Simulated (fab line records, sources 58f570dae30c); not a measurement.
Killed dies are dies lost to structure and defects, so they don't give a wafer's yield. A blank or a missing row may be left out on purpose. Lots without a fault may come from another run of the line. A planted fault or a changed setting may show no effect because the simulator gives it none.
Which tool did it? | flow berkeley_cmos170 | 14 lots, 42 wafers sampled, at 2 steps of a route of 331

WHAT THE GAUGES READ, wafer by wafer
UCB170_CONTACT_THK_MEAS_02.
lot  | measured     | on            | CONTACT_PSG_THK (nm)
L552 | day 7 08:28  | film_metro-04 | 687 690 690
L555 | day 7 14:20  | film_metro-04 | 700 698 694
L554 | day 7 16:07  | film_metro-03 | 701 697 699
L557 | day 8 05:04  | film_metro-01 | 699 697 695
L558 | day 8 16:31  | film_metro-03 | 691 689 689
L561 | day 9 09:18  | film_metro-01 | 684 687 685
L562 | day 9 09:17  | film_metro-04 | 694 698 700
L564 | day 9 19:46  | film_metro-03 | 691 694 697
L569 | day 11 03:31 | film_metro-01 | 896 893 892
L570 | day 11 03:32 | film_metro-04 | 895 893 896
L571 | day 11 04:43 | film_metro-04 | 702 701 699
L574 | day 11 13:40 | film_metro-03 | 696 690 701
L572 | day 11 16:20 | film_metro-01 | 705 704 704
L573 | day 11 16:20 | film_metro-04 | 699 693 692

WHICH TOOL RAN EACH LOT (tool, then ch and the chambers of the sampled wafers, then the start)
lot  | UCB170_CONTACT_CVD_01
L552 | lpcvd-01 ch 1, day 7 06:41
L555 | lpcvd-02 ch 1, day 7 12:33
L554 | lpcvd-02 ch 1, day 7 14:20
L557 | lpcvd-02 ch 1, day 8 03:17
L558 | lpcvd-02 ch 1, day 8 14:44
L561 | lpcvd-02 ch 1, day 9 07:30
L562 | lpcvd-02 ch 0, day 9 07:30
L564 | lpcvd-01 ch 1, day 9 17:58
L569 | lpcvd-02 ch 0, day 11 01:44
L570 | lpcvd-02 ch 0, day 11 01:44
L571 | lpcvd-01 ch 0, day 11 02:56
L574 | lpcvd-01 ch 0, day 11 10:59
L572 | lpcvd-01 ch 1, day 11 13:39
L573 | lpcvd-01 ch 1, day 11 13:39
- UCB170_CONTACT_CVD_01: deposits PSG from SiH4/O2/PH3, target thk 700 nm, time 2820 s.

WHAT THE TOOLS THEMSELVES READ (means of the sampled wafers that have a number; where no wafer has one, the mark that the record gives instead)
UCB170_CONTACT_CVD_01.
lot  | tool     | ph3_flow_sccm (sccm) | sih4_flow_sccm (sccm) | zone_power_centre_pct (%)
L552 | lpcvd-01 | 25.04                | 60.10                 | 19.8
L555 | lpcvd-02 | 25.07                | 60.03                 | 21.6
L554 | lpcvd-02 | 25.05                | 60.04                 | 21.7
L557 | lpcvd-02 | 24.98                | 59.96                 | 21.6
L558 | lpcvd-02 | 25.01                | 59.91                 | 21.7
L561 | lpcvd-02 | 25.00                | 59.97                 | 21.6
L562 | lpcvd-02 | 25.05                | 60.01                 | 19.5
L564 | lpcvd-01 | 25.07                | 59.95                 | 19.8
L569 | lpcvd-02 | 25.05                | 60.07                 | 19.5
L570 | lpcvd-02 | 24.97                | 59.91                 | 19.4
L571 | lpcvd-01 | 24.93                | 60.25                 | 18.2
L574 | lpcvd-01 | 25.03                | 60.01                 | 18.1
L572 | lpcvd-01 | 24.99                | 59.97                 | 19.8
L573 | lpcvd-01 | 24.93                | 60.02                 | 19.9

THE ANSWER, worked out from the rows above alone
Rule: what is usual is taken from the lots themselves. Put in order of their means at a reading, lots are off if they are a third of the lots or fewer, leave a main group of 4 or more, and stand apart from it by a gap of 3 or more times the standard deviation of the main group's means; of several such gaps the widest counts. A main group whose means are all the same, to the digits that the tables above print for the reading, isn't used. A lot without any number at a reading at which 4 lots or more have one is off too. The other lots that the step has rows for count as sound. The gauges are gone through in route order, then the tools' own readings, and for those a lot's mean is taken as printed above. The first step at which some lot is off is used, and at that step the reading that is off furthest; a lot without a number counts as furthest.
Off: L569, L570, at UCB170_CONTACT_THK_MEAS_02 (CONTACT_PSG_THK). The main group: mean 695 nm, standard deviation 5.1.
A tool fits if, at a process step before that reading, it ran every lot that is off, and no sound lot after the first of them. The gauges at UCB170_CONTACT_THK_MEAS_02 are tried like those tools. One fits: lpcvd-02 at UCB170_CONTACT_CVD_01. Its last sound lot is L561 (day 9 07:30), its first lot that is off L569 (day 11 01:44): a fault that began between those two fits.

WHAT THE SIMULATOR HAD PUT IN
Process parameter drift: lpcvd-02, from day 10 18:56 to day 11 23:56, at UCB170_CONTACT_CVD_01. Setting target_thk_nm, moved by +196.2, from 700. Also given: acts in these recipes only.
Lots struck among those shown: L569, L570. The rule above found the same.
